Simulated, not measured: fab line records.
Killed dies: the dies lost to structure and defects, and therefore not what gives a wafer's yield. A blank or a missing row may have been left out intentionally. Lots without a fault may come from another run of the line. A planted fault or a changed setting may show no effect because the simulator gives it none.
Which tool was responsible?	flow berkeley-cmos170	Sampling: 15 lots, 45 wafers, 5 of 331 route steps

## WHAT THE GAUGES READ, wafer by wafer
UCB170_V1_OVL_MEAS_13. Usual: for V1_OVL the level is 4 nm and the standard deviation is 4.5.
lot	measured	on	V1_OVL (nm)	flag
L955	day 8 12:12	overlay-02	10 6 6	
L954	day 8 13:25	overlay-02	2 3 1	
L958	day 9 00:15	overlay-01	8 1 3	
L959	day 9 00:49	overlay-01	-1 -3 2	
L957	day 9 05:10	overlay-02	0 -5 1	
L962	day 9 23:46	overlay-02	10 7 2	
L961	day 10 01:07	overlay-01	6 4 12	
L963	day 10 02:27	overlay-01	8 -3 4	
L965	day 10 04:25	overlay-02	9 7 1	
L966	day 10 06:07	overlay-02	4 -1 3	
L969	day 11 14:55	overlay-01	2 1 5	
L973	day 12 00:31	overlay-02	2 8 5	
L972	day 12 02:05	overlay-01	-4 -5 -6	
L974	day 12 23:40	overlay-02	6 -2 -1	
L977	day 13 06:27	overlay-02	-3 8 7	

UCB170_M2_RS_MEAS_02: measurement is done with a four-point probe. Usual: for M2_AL_RS the level is 0.0323 ohm/sq and the standard deviation is 0.00046.
lot	measured	on	M2_AL_RS (ohm/sq)	flag
L955	day 8 12:49	film-metro-03	0.0328 0.0322 0.0329	
L954	day 8 14:01	film-metro-03	0.0316 0.0321 0.0316	
L958	day 9 00:50	film-metro-02	0.0323 0.0317 0.0322	
L959	day 9 01:25	film-metro-02	0.0313 0.0315 0.0313	
L957	day 9 05:45	film-metro-04	0.0316 0.0329 0.0322	
L962	day 10 00:22	film-metro-02	0.0321 0.0336 0.0325	
L961	day 10 01:42	film-metro-02	0.0328 0.0319 0.0327	
L963	day 10 03:02	film-metro-03	0.0324 0.0322 0.0320	
L965	day 10 05:05	film-metro-03	0.0331 0.0319 0.0327	
L966	day 10 06:43	film-metro-02	0.0329 0.0327 0.0328	
L969	day 11 15:30	film-metro-04	0.0179 0.0180 0.0179	OFF
L973	day 12 01:07	film-metro-03	0.0322 0.0320 0.0325	
L972	day 12 02:41	film-metro-04	0.0182 0.0180 0.0180	OFF
L974	day 13 00:15	film-metro-03	0.0179 0.0179 0.0178	OFF
L977	day 13 07:02	film-metro-03	0.0330 0.0320 0.0322	

UCB170_M2_THK_MEAS_03: measures by xrf. Usual: for M2_AL_THK the level is 910 nm and the standard deviation is 13.
lot	measured	on	M2_AL_THK (nm)	flag
L955	day 8 12:55	film-metro-03	896 916 893	
L954	day 8 14:08	film-metro-03	927 911 925	
L958	day 9 00:58	film-metro-02	912 932 913	
L959	day 9 01:31	film-metro-02	941 935 941	
L957	day 9 05:52	film-metro-04	929 887 909	
L962	day 10 00:29	film-metro-02	922 882 906	
L961	day 10 01:49	film-metro-02	907 930 907	
L963	day 10 03:10	film-metro-03	910 914 921	
L965	day 10 05:12	film-metro-03	891 927 898	
L966	day 10 06:50	film-metro-02	902 909 906	
L969	day 11 15:37	film-metro-04	1634 1630 1632	OFF
L973	day 12 01:14	film-metro-03	915 922 903	
L972	day 12 02:47	film-metro-04	1620 1617 1619	OFF
L974	day 13 00:22	film-metro-03	1630 1629 1638	OFF
L977	day 13 07:10	film-metro-03	889 916 911	

## WHICH TOOL RAN EACH LOT (tool, then ch and the chambers of the sampled wafers, then the start)
lot	UCB170_CONTACT_ETCH_17	UCB170_M2_SPUTTER_01
L955	rie-diel-01 ch 0,2, day 8 06:25	pvd-sputter-03, day 8 12:41
L954	rie-diel-03 ch 0,1,3, day 8 06:44	pvd-sputter-04, day 8 13:55
L958	rie-diel-01 ch 0,2, day 8 16:31	pvd-sputter-02, day 9 00:46
L959	rie-diel-02 ch 0,3, day 8 16:50	pvd-sputter-04, day 9 01:19
L957	rie-diel-03 ch 0,1,3, day 8 18:13	pvd-sputter-02, day 9 05:40
L962	rie-diel-01 ch 0,2,3, day 9 18:01	pvd-sputter-02, day 10 00:16
L961	rie-diel-02 ch 1,2,3, day 9 19:00	pvd-sputter-04, day 10 01:36
L963	rie-diel-01 ch 0,1,2, day 9 20:10	pvd-sputter-02, day 10 02:57
L965	rie-diel-01 ch 0,2,3, day 9 20:34	pvd-sputter-02, day 10 04:56
L966	rie-diel-02 ch 0,1,2, day 10 00:04	pvd-sputter-03, day 10 06:37
L969	rie-diel-01 ch 1,3, day 11 08:59	pvd-sputter-02, day 11 15:25
L973	rie-diel-01 ch 0,2,3, day 11 18:40	pvd-sputter-04, day 12 01:01
L972	rie-diel-03 ch 0,2, day 11 18:54	pvd-sputter-02, day 12 02:35
L974	rie-diel-03 ch 0,1,3, day 12 17:44	pvd-sputter-02, day 13 00:10
L977	rie-diel-01 ch 2,3, day 12 21:15	pvd-sputter-03, day 13 06:57
- UCB170_CONTACT_ETCH_17: etches BARC in N2/H2.
- UCB170_M2_SPUTTER_01: material Al, target thk 900 nm, time 120 s.

## WHAT THE TOOLS THEMSELVES READ (means of the sampled wafers that have a number; where no wafer has one, the mark that the record gives instead)
UCB170_CONTACT_ETCH_17. Usual: drypump-motor-current-A 5.7 A, standard deviation 0.36; n2-flow-sccm 100.0 sccm, standard deviation 0.31; oes-product-au 0.983 a.u., standard deviation 0.025; throttle-valve-pct 13.46 %, standard deviation 0.25.
lot	tool	drypump-motor-current-A (A)	n2-flow-sccm (sccm)	oes-product-au (a.u.)	throttle-valve-pct (%)	flag
L955	rie-diel-01	5.7	100.1	0.979	13.77	
L954	rie-diel-03	5.8	99.9	0.987	13.36	
L958	rie-diel-01	5.7	100.5	0.972	13.77	
L959	rie-diel-02	6.0	99.9	0.993	13.25	
L957	rie-diel-03	5.8	100.5	0.978	13.35	
L962	rie-diel-01	5.5	100.0	0.963	13.69	
L961	rie-diel-02	6.0	100.1	1.003	13.43	
L963	rie-diel-01	5.5	100.4	0.959	13.54	
L965	rie-diel-01	5.5	100.2	0.964	13.70	
L966	rie-diel-02	5.8	100.2	1.007	13.46	
L969	rie-diel-01	5.1	100.4	0.958	13.33	
L973	rie-diel-01	5.5	99.9	0.972	13.69	
L972	rie-diel-03	5.8	99.7	1.014	13.58	
L974	rie-diel-03	5.7	99.8	0.982	13.36	
L977	rie-diel-01	5.4	100.1	0.963	13.62	

UCB170_M2_SPUTTER_01. Usual: throttle-valve-pct at 29.8 %, with a standard deviation of 1.4.
lot	tool	throttle-valve-pct (%)	flag
L955	pvd-sputter-03	29.7	
L954	pvd-sputter-04	30.6	
L958	pvd-sputter-02	29.8	
L959	pvd-sputter-04	31.4	
L957	pvd-sputter-02	28.6	
L962	pvd-sputter-02	28.5	
L961	pvd-sputter-04	30.8	
L963	pvd-sputter-02	29.0	
L965	pvd-sputter-02	28.1	
L966	pvd-sputter-03	30.0	
L969	pvd-sputter-02	29.6	
L973	pvd-sputter-04	29.8	
L972	pvd-sputter-02	29.1	
L974	pvd-sputter-02	29.5	
L977	pvd-sputter-03	28.8	

## THE ANSWER, worked out from the rows above alone
Rule: lot off if the mean of its wafers having a number is beyond 3 standard deviations from the usual mean. A lot without any number at a reading at which 4 lots or more have one is off too. The other lots that the step has rows for count as sound. First the gauges in route order, then the tools' own readings, where a lot's mean is used as printed above. At the first step where some lot is off, the reading lying furthest off is the one used; lots without a number count as furthest.
Off: L969, L972, L974, at UCB170_M2_RS_MEAS_02 (M2_AL_RS).
If a tool, at a process step before that reading, ran all the lots that are off and no sound lot after the first of them, it fits. Gauges at UCB170_M2_RS_MEAS_02: tried the same way as those tools. One candidate fits, namely pvd-sputter-02 at UCB170_M2_SPUTTER_01. A fault onset in the window from L965 (day 10 04:56, its last sound lot) to L969 (day 11 15:25, its first lot off) fits.

## WHAT THE SIMULATOR HAD PUT IN
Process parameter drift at UCB170_M2_SPUTTER_01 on pvd-sputter-02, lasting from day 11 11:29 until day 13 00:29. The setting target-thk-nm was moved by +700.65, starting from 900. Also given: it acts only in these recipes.
Struck lots among those shown: L969, L972, L974. The rule above reached the same finding.
